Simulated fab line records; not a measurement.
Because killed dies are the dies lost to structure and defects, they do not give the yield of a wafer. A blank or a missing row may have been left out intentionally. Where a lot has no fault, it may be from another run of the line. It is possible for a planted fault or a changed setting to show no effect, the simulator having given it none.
Comparing a struck lot with a sound one	flow rit_cmos	22 steps out of a route of 202
Sound: these wafers, L241.1, L241.4, L241.6. Wafers L243.2, L243.3, L243.4 were the ones struck. Last of all comes the cause.
Per side, at each step with rows, come the tool, then ch with its chambers, and then its first start. Under that, the readings that differ: sound wafers	struck wafers	difference of the means	sigmas: that difference in standard deviations of wafers without a fault.
alike: readings with means less than 2 such deviations apart, plus words and numbers identical on both sides. not compared: withheld readings, readings lacking a value on some wafer, bounds such as >300 that could conceal the same value, and numbers that have no deviation in the record and whose values overlap.
A row with sigmas, a row that says differs or no value, or rows on one side alone: a step with any of these is where the two part. Numbers that don't overlap but have no deviation are shown without sigmas and don't part them. A reading that every wafer of one side lacks parts them only if that side has two wafers or more.

first, 2 steps without rows for these wafers: RIT_NSD_HARDBAKE_07 (time 60 s); RIT_NSD_IMPLANT_08.
RIT_NSD_STRIP_09: strips in O2, time 180 s.
  sound on plasma_asher-04 ch 0,1, day 3 10:07; struck on plasma_asher-02 ch 0,1, day 3 18:49
  alike: drypump_motor_current_A
  not compared: rf_hours_counter_h
RIT_NSD_TW_MEAS_10:
  sound on film_metro-01, day 3 10:17; struck on film_metro-01, day 3 19:00
  alike: NSD_TW
then, 6 steps without rows for these wafers: RIT_PSD_HMDS_00 (prime time 60 s); RIT_PSD_COAT_01 (resist thk 1000 nm); RIT_PSD_SOFTBAKE_02 (time 60 s); RIT_PSD_EXPOSE_03 (exposes mask M10, target cd 40900 nm); RIT_PSD_PEB_04; RIT_PSD_DEVELOP_05 (develop time 50 s).
RIT_PSD_OVL_MEAS_06:
  sound on overlay-01, day 3 11:20; struck on overlay-02, day 3 20:02
  alike: PSD_OVL
then, 1 step without rows for these wafers: RIT_PSD_HARDBAKE_07 (time 60 s).
RIT_PSD_IMPLANT_08:
  sound on implanter-02 ch 0, day 3 11:31; struck on implanter-03 ch 0, day 3 20:33
RIT_PSD_STRIP_09: strips in O2, time 180 s.
  sound on plasma_asher-02 ch 0, day 3 11:40; struck on plasma_asher-01 ch 0,1, day 3 20:40
  alike: drypump_motor_current_A
  not compared: rf_hours_counter_h
RIT_PSD_TW_MEAS_10:
  sound on film_metro-01, day 3 11:50; struck on film_metro-02, day 3 20:52
reading	sound	struck	difference	sigmas
PSD_TW	3490 3518 3515	3597 3579 3602	+85	+3
then, 3 steps without rows for these wafers: RIT_SDANNEAL_CLEAN_00 (cleans in SC1, time 600 s); RIT_SDANNEAL_CLEAN_01 (cleans in dHF, time 30 s); RIT_SDANNEAL_CLEAN_02 (cleans in SC2, time 600 s).
RIT_SDANNEAL_RTA_03: time 5 s.
  sound on rtp_anneal-02 ch 0, day 3 12:16; struck on rtp_anneal-02 ch 0, day 3 21:18
  alike: wafer_temp_C_max
RIT_SDANNEAL_RS_MEAS_04: the measuring method here is four-point-probe.
  sound on film_metro-04, day 3 12:19; struck on film_metro-01, day 3 21:22
reading	sound	struck	difference	sigmas
PSD_RS (ohm/sq)	115.84 115.51 116.17	107.61 107.50 107.87	-8.18	-28
RIT_SDANNEAL_RS_MEAS_05: the measuring method here is four-point-probe.
  sound on film_metro-04, day 3 12:26; struck on film_metro-01, day 3 21:29
  alike: NSD_RS
RIT_M1_PROBE_99:
  sound on prober-01, day 3 19:49; struck on prober-01, day 4 06:04
  alike: killed_at_front_end, killed_dies, killed_on_rim, killed_open, killed_short

== WHERE THEY PART ==
Last at RIT_SDANNEAL_RS_MEAS_04 as far as this record goes, first at RIT_PSD_TW_MEAS_10. Later steps at which nothing parts them and some readings are alike: RIT_SDANNEAL_RS_MEAS_05, RIT_M1_PROBE_99.

WHY: what had been put in by the simulator
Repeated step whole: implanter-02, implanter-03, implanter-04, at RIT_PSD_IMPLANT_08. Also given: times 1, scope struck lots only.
